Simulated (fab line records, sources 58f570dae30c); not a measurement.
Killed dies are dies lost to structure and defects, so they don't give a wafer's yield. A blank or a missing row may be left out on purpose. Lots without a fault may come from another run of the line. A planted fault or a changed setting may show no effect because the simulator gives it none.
Split-lot experiment | flow berkeley_cmos170 | 5 lots, 23 wafers read, on a route of 331 steps

THE SPLIT
At UCB170_ACTIVE_CVD_05 (deposits Si3N4 from SiH2Cl2/NH3, target thk 220 nm, time 3300 s), the setting time_s was moved away from the recipe's 3300 s on 15 of the 23 wafers read, by -6.5% to -5.5%. The other wafers ran this setting at the recipe's value.

The reading is taken at the split's own step.

THE READING
Si3N4_of_ACTIVE_CVD_05.thk_nm (the simulator's own value, which no gauge read), in nm, at UCB170_ACTIVE_CVD_05 (deposits Si3N4 from SiH2Cl2/NH3, target thk 220 nm, time 3300 s). The file gives no usual value for it. The 8 wafers here that ran the recipe average 220.7 nm, standard deviation 2.9 nm.

wafer  | tool, chamber at the split | time_s as run, s | against the recipe | Si3N4_of_ACTIVE_CVD_05.thk_nm, nm | against lot-mates on the recipe
L074.1 | -, -                       | 3120             | -5.5%              | 206.7                             | no lot-mate on the recipe
L074.4 | -, -                       | 3120             | -5.5%              | 206.7                             | no lot-mate on the recipe
L074.2 | -, -                       | 3120             | -5.5%              | 207.7                             | no lot-mate on the recipe
L074.3 | -, -                       | 3120             | -5.5%              | 206.4                             | no lot-mate on the recipe
L074.6 | -, -                       | 3120             | -5.5%              | 208.8                             | no lot-mate on the recipe
L075.1 | lpcvd-01, 0                | 3300             | recipe             | 224.4                             | -
L075.4 | lpcvd-01, 0                | 3300             | recipe             | 224.6                             | -
L075.5 | lpcvd-01, 0                | 3300             | recipe             | 223.8                             | -
L077.1 | -, -                       | 3300             | recipe             | 218                               | -
L077.2 | -, -                       | 3300             | recipe             | 220.4                             | -
L077.4 | -, -                       | 3300             | recipe             | 216.6                             | -
L077.5 | -, -                       | 3300             | recipe             | 219                               | -
L077.6 | -, -                       | 3300             | recipe             | 218.7                             | -
L080.1 | -, -                       | 3098             | -6.1%              | 207.3                             | no lot-mate on the recipe
L080.2 | -, -                       | 3098             | -6.1%              | 209.4                             | no lot-mate on the recipe
L080.3 | -, -                       | 3098             | -6.1%              | 207                               | no lot-mate on the recipe
L080.4 | -, -                       | 3098             | -6.1%              | 207.2                             | no lot-mate on the recipe
L080.5 | -, -                       | 3098             | -6.1%              | 209.9                             | no lot-mate on the recipe
L083.1 | -, -                       | 3087             | -6.5%              | 200.8                             | no lot-mate on the recipe
L083.2 | -, -                       | 3087             | -6.5%              | 201.1                             | no lot-mate on the recipe
L083.4 | -, -                       | 3087             | -6.5%              | 203.2                             | no lot-mate on the recipe
L083.5 | -, -                       | 3087             | -6.5%              | 201.9                             | no lot-mate on the recipe
L083.6 | -, -                       | 3087             | -6.5%              | 203.5                             | no lot-mate on the recipe

THE FIT
A straight line over all 23 wafers: Si3N4_of_ACTIVE_CVD_05.thk_nm changes by +2.49 nm for each +1% of time_s; r = +0.94; the points scatter about the line by 2.7 nm.
Too few moved wafers have a lot-mate on the recipe to fit a line with each lot's own level taken away.

THE FILE'S OWN FIT
Si3N4_of_ACTIVE_CVD_05.thk_nm changes by +2.5 nm for each +1% of time_s, r = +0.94.
